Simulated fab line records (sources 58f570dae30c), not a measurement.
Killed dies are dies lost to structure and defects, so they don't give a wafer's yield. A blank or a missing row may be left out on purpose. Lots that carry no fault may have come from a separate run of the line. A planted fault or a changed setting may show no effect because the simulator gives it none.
The same fault as seen by 2 desks -- flow berkeley-cmos170 -- numbers are kept per desk, each desk with only its own; the story behind them comes last

== THE TOOL OWNER'S DESK: litho-track-04 ==
At UCB170_PFIELD_SOFTBAKE_02 (time 60 s), the tool's own readings, given per lot that ran on this tool as the mean of the sampled wafers with a number. Marked OUT: a lot whose mean sits more than 4 standard deviations from the usual mean, which makes it out of limits; the brackets give that distance.
Columns: A = chill-plate-temp-C at UCB170_PFIELD_SOFTBAKE_02, usual 22.99 C; B = heater-power-total-W at UCB170_PFIELD_SOFTBAKE_02, usual 56.80 W; C = run-length-s at UCB170_PFIELD_SOFTBAKE_02, usual 89.12 s
lot,first seen here,A,B,C
L223,day 5 09:24,23.01,56.80,88.86
L229,day 6 21:19,23.04,56.76,89.09
L231,day 6 23:43,23.05,58.53 (+38) OUT,83.24 (-33) OUT
L233,day 7 00:07,22.81,58.57 (+39) OUT,83.28 (-32) OUT
L236,day 8 12:16,22.92,58.44 (+36) OUT,83.22 (-33) OUT
Finding of this desk: L231, L233, L236 out of limits; the first was L231 at day 6 23:43, on heater-power-total-W at UCB170_PFIELD_SOFTBAKE_02. L223, L229: within limits.

== METROLOGY DESK ==
Lot by lot, what the gauges showed, no matter which tool ran the lot: averages of those sampled wafers that carry a number. Marked OUT: a lot whose mean sits more than 4 standard deviations from the usual mean, which makes it out of limits; the brackets give that distance.
Columns: A = INCOMING_BOW at UCB170_START_BOW_MEAS_00, usual 0 um; B = M2_AL_THK at UCB170_M2_THK_MEAS_03, usual 895 nm
lot,first seen here,A,B
L221,day 1 10:00,-4,891
L223,day 1 20:00,-4,902
L224,day 2 01:02,-2,895
L227,day 2 16:00,5,915
L229,day 3 02:00,-4,906
L230,day 3 07:01,3,891
L231,day 3 12:02,-2,908
L233,day 3 22:02,-1,884
L235,day 4 08:01,2,888
L236,day 4 13:00,-2,877
L238,day 4 23:00,0,901
L239,day 5 04:01,2,890
L240,day 5 09:01,-3,890
L241,day 5 14:01,1,893
L244,day 6 05:00,-2,889
Result from this desk: across the 15 lots, nothing is out of limits.

== PUT TOGETHER ==
At day 6 23:43, on L231, L233, L236, the tool owner's desk was in a position to raise an alarm.
From the metrology desk's view, nothing was out of limits.
The metrology desk has L231, L233, L236 on record, within its limits.
Of the lots named, all ran UCB170_PFIELD_SOFTBAKE_02 on litho-track-04.

== WHAT THE SIMULATOR PUT IN ==
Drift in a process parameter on litho-track-04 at UCB170_PFIELD_SOFTBAKE_02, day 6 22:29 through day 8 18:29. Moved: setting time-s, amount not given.
Struck lots among those shown: L231, L233, L236.
Hours from the fault's start to each desk's first reading out of limits: the tool owner's desk, 1.
